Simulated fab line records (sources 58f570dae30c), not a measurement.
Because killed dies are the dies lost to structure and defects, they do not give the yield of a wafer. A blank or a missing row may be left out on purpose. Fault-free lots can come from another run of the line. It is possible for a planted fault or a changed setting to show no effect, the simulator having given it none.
What tool caused it? | flow berkeley-cmos170 | Sampling: 9 lots, 27 wafers, 5 of 331 route steps

## WHAT THE GAUGES SHOWED, per wafer
UCB170_NWELL_OVL_MEAS_12.
lot  | measured    | on         | NWELL_OVL (nm)
L378 | day 2 11:21 | overlay-01 | -5 -2 -4
L379 | day 2 11:37 | overlay-02 | 3 -7 -2
L380 | day 2 20:02 | overlay-02 | -6 -13 -10
L381 | day 3 07:20 | overlay-02 | 1 -3 -3
L382 | day 3 10:24 | overlay-02 | -4 2 11
L383 | day 3 15:22 | overlay-01 | -2 -11 -5
L385 | day 3 15:38 | overlay-02 | 5 5 7
L384 | day 3 19:46 | overlay-01 | 0 -15 -3
L386 | day 4 02:19 | overlay-02 | -2 -7 -13

UCB170_PFIELD_TW_MEAS_09.
lot  | measured    | on            | PFIELD_TW
L378 | day 4 16:22 | film-metro-02 | 592 596 590
L379 | day 4 16:26 | film-metro-01 | 601 603 598
L380 | day 5 04:17 | film-metro-03 | 598 595 600
L381 | day 5 15:23 | film-metro-02 | 588 589 592
L382 | day 5 15:38 | film-metro-01 | 606 604 605
L383 | day 5 21:45 | film-metro-01 | 1077 1081 1083 1074 1081 1084
L385 | day 5 21:50 | film-metro-02 | 1057 1053 1048 1051 1055 1054
L384 | day 6 04:43 | film-metro-01 | 1074 1074 1077 1074 1076 1074
L386 | day 6 08:37 | film-metro-01 | 1074 1070 1075 1074 1070 1077

UCB170_FIELD_THK_MEAS_90.
lot  | measured    | on            | FIELD_OXIDE_LEFT_1_THK (nm)
L378 | day 5 04:40 | film-metro-01 | 433 427 429
L379 | day 5 04:37 | film-metro-03 | 440 438 444
L380 | day 5 19:31 | film-metro-01 | 425 430 426
L381 | day 6 06:33 | film-metro-04 | 453 450 449
L382 | day 6 06:32 | film-metro-01 | 440 445 445

## TOOL THAT RAN EACH LOT (tool first, then ch and the chambers of the sampled wafers, then the start)
lot  | UCB170_PWELL_STRIP_16               | UCB170_PFIELD_IMPLANT_07
L378 | plasma-asher-03 ch 0,1, day 3 09:35 | implanter-02 ch 0, day 4 16:07
L379 | plasma-asher-04 ch 0,1, day 3 09:44 | implanter-03 ch 0, day 4 16:11
L380 | plasma-asher-01 ch 1, day 3 17:43   | implanter-02 ch 0, day 5 04:04
L381 | plasma-asher-03 ch 0,1, day 4 03:21 | implanter-03 ch 0, day 5 15:10
L382 | plasma-asher-01 ch 0,1, day 4 07:34 | implanter-04 ch 0, day 5 15:23
L383 | plasma-asher-01 ch 0,1, day 4 11:16 | implanter-04 ch 0, day 5 21:30
L385 | plasma-asher-03 ch 0,1, day 4 11:25 | implanter-02 ch 0, day 5 21:38
L384 | plasma-asher-04 ch 0,1, day 4 20:08 | implanter-02 ch 0, day 6 04:24
L386 | plasma-asher-03 ch 0,1, day 5 00:46 | implanter-02 ch 0, day 6 08:22
- UCB170_PWELL_STRIP_16: strips in O2.
- UCB170_PFIELD_IMPLANT_07

## WHAT THE TOOLS THEMSELVES READ (means of the sampled wafers that have a number; where no wafer has one, the mark that the record gives instead)
UCB170_PWELL_STRIP_16.
lot  | tool            | drypump-motor-current-A (A) | oes-product-au (a.u.) | strip-time-to-endpoint-s (s)
L378 | plasma-asher-03 | 5.3                         | 0.729                 | 18.15
L379 | plasma-asher-04 | 6.1                         | 0.718                 | 18.00
L380 | plasma-asher-01 | 6.1                         | 0.721                 | 18.14
L381 | plasma-asher-03 | 5.3                         | 0.725                 | 18.09
L382 | plasma-asher-01 | 5.8                         | 0.721                 | 18.18
L383 | plasma-asher-01 | 6.0                         | 0.725                 | 18.10
L385 | plasma-asher-03 | 5.3                         | 0.721                 | 18.11
L384 | plasma-asher-04 | 5.5                         | 0.720                 | 18.07
L386 | plasma-asher-03 | 5.8                         | 0.722                 | 18.05

## THE ANSWER, worked out from the rows above alone
Rule: the usual values come from the lots themselves. Put in order of their means at a reading, lots are off if they are a third of the lots or fewer, leave a main group of 4 or more, and stand apart from it by a gap of 3 or more times the standard deviation of the main group's means; of several such gaps the widest counts. A main group whose means are all the same, to the digits that the tables above print for the reading, isn't used. A lot without any number at a reading at which 4 lots or more have one is off too. Any other lot the step has rows for is counted as sound. After the gauges, taken in route order, come the tools' own readings; for these a lot's mean is taken, as printed above. At the first step where some lot is off, the reading lying furthest off is the one used; lots without a number count as furthest.
Nothing can be told from this: no lot is off at any reading shown.

## WHAT WAS PUT IN BY THE SIMULATOR
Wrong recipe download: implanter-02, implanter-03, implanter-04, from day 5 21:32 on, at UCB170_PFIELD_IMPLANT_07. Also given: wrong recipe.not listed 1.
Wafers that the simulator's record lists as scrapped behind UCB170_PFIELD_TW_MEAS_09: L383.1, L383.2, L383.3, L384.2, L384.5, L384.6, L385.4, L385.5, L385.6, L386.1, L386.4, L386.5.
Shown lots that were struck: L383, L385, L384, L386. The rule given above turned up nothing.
